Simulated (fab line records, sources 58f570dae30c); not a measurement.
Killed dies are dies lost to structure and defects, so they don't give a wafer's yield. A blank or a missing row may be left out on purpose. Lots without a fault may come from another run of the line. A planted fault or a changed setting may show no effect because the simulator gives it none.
Which tool did it? | flow berkeley_cmos170 | 14 lots, 42 wafers sampled, at 5 steps of a route of 331

WHAT THE GAUGES READ, wafer by wafer
UCB170_PFIELD_OVL_MEAS_06. Usual: PFIELD_OVL 1 nm, standard deviation 5.2.
lot  | measured    | on         | PFIELD_OVL (nm) | flag
L531 | day 4 12:02 | overlay-01 | -5 -6 -7        |
L532 | day 4 12:14 | overlay-02 | 1 3 1           |
L533 | day 4 17:23 | overlay-02 | 6 4 11          |
L534 | day 4 18:07 | overlay-01 | -1 3 -4         |
L535 | day 4 18:00 | overlay-02 | 0 -6 -4         |
L536 | day 5 07:54 | overlay-01 | 8 10 3          |
L537 | day 5 20:16 | overlay-02 | 0 6 1           |
L539 | day 6 06:15 | overlay-02 | 3 9 12          |
L540 | day 6 05:42 | overlay-02 | -3 -2 -4        |
L543 | day 7 01:53 | overlay-01 | 90 94 86        | OFF
L544 | day 7 02:10 | overlay-02 | -2 6 2          |
L545 | day 7 02:10 | overlay-01 | 81 85 91        | OFF
L546 | day 7 12:29 | overlay-02 | 96 89 91        | OFF
L551 | day 8 06:43 | overlay-02 | 8 8 15          |

UCB170_M3_BOW_MEAS_20. Usual: M3_BOW 37 um, standard deviation 7.
lot  | measured     | on            | M3_BOW (um) | flag
L531 | day 8 08:17  | film_metro-03 | 43 30 44    |
L532 | day 8 05:56  | film_metro-01 | 28 33 33    |
L533 | day 8 08:37  | film_metro-01 | 38 38 46    |
L534 | day 8 08:20  | film_metro-01 | 44 25 45    |
L535 | day 8 08:00  | film_metro-03 | 35 46 47    |
L536 | day 8 16:38  | film_metro-03 | 42 33 37    |
L537 | day 9 06:31  | film_metro-03 | 42 22 45    |
L539 | day 9 22:35  | film_metro-01 | 34 40 49    |
L540 | day 9 21:13  | film_metro-01 | 31 23 38    |
L543 | day 11 03:53 | film_metro-04 | 33 39 31    |
L544 | day 10 09:08 | film_metro-04 | 44 27 34    |
L545 | day 10 13:32 | film_metro-04 | 43 35 48    |
L546 | day 10 23:01 | film_metro-03 | 26 28 43    |
L551 | day 11 18:13 | film_metro-01 | 46 58 47    |

WHICH TOOL RAN EACH LOT (tool, then ch and the chambers of the sampled wafers, then the start)
lot  | UCB170_NWELL_STRIP_15               | UCB170_PFIELD_EXPOSE_03          | UCB170_PVT_STRIP_08
L531 | plasma_asher-01 ch 0,1, day 2 08:49 | krf_scanner-01 ch 0, day 4 11:09 | plasma_asher-04 ch 0,1, day 6 04:18
L532 | plasma_asher-03 ch 0,1, day 2 12:35 | krf_scanner-02 ch 0, day 4 11:37 | plasma_asher-01 ch 0,1, day 6 04:28
L533 | plasma_asher-03 ch 0,1, day 2 21:55 | krf_scanner-01 ch 0, day 4 16:30 | plasma_asher-02 ch 0,1, day 6 05:02
L534 | plasma_asher-03 ch 0,1, day 2 22:23 | krf_scanner-01 ch 0, day 4 17:05 | plasma_asher-01 ch 0,1, day 6 05:38
L535 | plasma_asher-03 ch 0,1, day 3 00:08 | krf_scanner-02 ch 0, day 4 16:46 | plasma_asher-02 ch 0,1, day 6 05:49
L536 | plasma_asher-04 ch 0,1, day 3 04:14 | krf_scanner-01 ch 0, day 5 07:32 | plasma_asher-02 ch 0,1, day 6 18:11
L537 | plasma_asher-01 ch 0,1, day 3 11:01 | krf_scanner-01 ch 0, day 5 19:53 | plasma_asher-04 ch 0,1, day 6 23:10
L539 | plasma_asher-03 ch 0,1, day 4 00:16 | krf_scanner-01 ch 0, day 6 05:42 | plasma_asher-04 ch 0,1, day 7 12:29
L540 | plasma_asher-03 ch 0,1, day 4 05:07 | krf_scanner-02 ch 0, day 6 04:27 | plasma_asher-04 ch 0,1, day 7 12:53
L543 | plasma_asher-01 ch 0,1, day 4 15:55 | krf_scanner-01 ch 0, day 7 01:16 | plasma_asher-02 ch 0,1, day 8 06:34
L544 | plasma_asher-03 ch 0,1, day 4 20:01 | krf_scanner-02 ch 0, day 7 01:34 | plasma_asher-02 ch 0,1, day 8 05:16
L545 | plasma_asher-01 ch 0,1, day 5 01:21 | krf_scanner-01 ch 0, day 7 01:47 | plasma_asher-02 ch 0,1, day 8 07:53
L546 | plasma_asher-01 ch 0,1, day 5 11:39 | krf_scanner-01 ch 0, day 7 11:44 | plasma_asher-02 ch 0,1, day 8 13:57
L551 | plasma_asher-01 ch 0,1, day 6 09:11 | krf_scanner-02 ch 0, day 8 05:34 | plasma_asher-01 ch 0, day 9 10:59
- UCB170_NWELL_STRIP_15: strips in O2.
- UCB170_PFIELD_EXPOSE_03: exposes mask PFIELD, target cd 1500 nm.
- UCB170_PVT_STRIP_08: strips in O2.

WHAT THE TOOLS THEMSELVES READ (means of the sampled wafers that have a number; where no wafer has one, the mark that the record gives instead)
UCB170_NWELL_STRIP_15. Usual: drypump_motor_current_A 5.9 A, standard deviation 0.33; oes_product_au 0.721 a.u., standard deviation 0.0049; strip_time_to_endpoint_s 18.02 s, standard deviation 0.097.
lot  | tool            | drypump_motor_current_A (A) | oes_product_au (a.u.) | strip_time_to_endpoint_s (s) | flag
L531 | plasma_asher-01 | 6.0                         | 0.716                 | 18.19                        |
L532 | plasma_asher-03 | 5.5                         | 0.719                 | 17.93                        |
L533 | plasma_asher-03 | 5.5                         | 0.721                 | 18.10                        |
L534 | plasma_asher-03 | 5.5                         | 0.724                 | 18.11                        |
L535 | plasma_asher-03 | 5.5                         | 0.721                 | 17.93                        |
L536 | plasma_asher-04 | 6.1                         | 0.720                 | 18.02                        |
L537 | plasma_asher-01 | 6.2                         | 0.717                 | 18.13                        |
L539 | plasma_asher-03 | 5.5                         | 0.721                 | 18.04                        |
L540 | plasma_asher-03 | 5.5                         | 0.718                 | 18.03                        |
L543 | plasma_asher-01 | 6.2                         | 0.722                 | 18.08                        |
L544 | plasma_asher-03 | 5.5                         | 0.720                 | 18.06                        |
L545 | plasma_asher-01 | 6.2                         | 0.720                 | 17.88                        |
L546 | plasma_asher-01 | 6.2                         | 0.722                 | 17.86                        |
L551 | plasma_asher-01 | 6.2                         | 0.725                 | 18.02                        |

UCB170_PVT_STRIP_08. Usual: drypump_motor_current_A 5.8 A, standard deviation 0.44; oes_product_au 0.734 a.u., standard deviation 0.0049; strip_time_to_endpoint_s 21.63 s, standard deviation 0.055.
lot  | tool            | drypump_motor_current_A (A) | oes_product_au (a.u.) | strip_time_to_endpoint_s (s) | flag
L531 | plasma_asher-04 | 6.2                         | 0.736                 | 21.65                        |
L532 | plasma_asher-01 | 6.0                         | 0.734                 | 21.67                        |
L533 | plasma_asher-02 | 5.4                         | 0.735                 | 21.53                        |
L534 | plasma_asher-01 | 6.0                         | 0.736                 | 21.68                        |
L535 | plasma_asher-02 | 5.6                         | 0.735                 | 21.69                        |
L536 | plasma_asher-02 | 5.6                         | 0.740                 | 21.64                        |
L537 | plasma_asher-04 | 6.1                         | 0.734                 | 21.54                        |
L539 | plasma_asher-04 | 6.1                         | 0.732                 | 21.60                        |
L540 | plasma_asher-04 | 6.1                         | 0.736                 | 21.67                        |
L543 | plasma_asher-02 | 5.3                         | 0.731                 | 21.59                        |
L544 | plasma_asher-02 | 5.6                         | 0.732                 | 21.67                        |
L545 | plasma_asher-02 | 5.4                         | 0.734                 | 21.63                        |
L546 | plasma_asher-02 | 5.4                         | 0.739                 | 21.66                        |
L551 | plasma_asher-01 | 6.3                         | 0.735                 | 21.58                        |

THE ANSWER, worked out from the rows above alone
Rule: a lot is off if the mean of its wafers that have a number lies more than 3 standard deviations from the usual mean. A lot without any number at a reading at which 4 lots or more have one is off too. The other lots that the step has rows for count as sound. The gauges are gone through in route order, then the tools' own readings, and for those a lot's mean is taken as printed above. The first step at which some lot is off is used, and at that step the reading that is off furthest; a lot without a number counts as furthest.
Off: L543, L545, L546, at UCB170_PFIELD_OVL_MEAS_06 (PFIELD_OVL).
A tool fits if, at a process step before that reading, it ran every lot that is off, and no sound lot after the first of them. The gauges at UCB170_PFIELD_OVL_MEAS_06 are tried like those tools. One fits: krf_scanner-01 at UCB170_PFIELD_EXPOSE_03. Its last sound lot is L539 (day 6 05:42), its first lot that is off L543 (day 7 01:16): a fault that began between those two fits.

WHAT THE SIMULATOR HAD PUT IN
Scanner matching overlay: krf_scanner-01, from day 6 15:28 on, at UCB170_PFIELD_EXPOSE_03. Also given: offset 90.
Lots struck among those shown: L543, L545, L546. The rule above found the same.
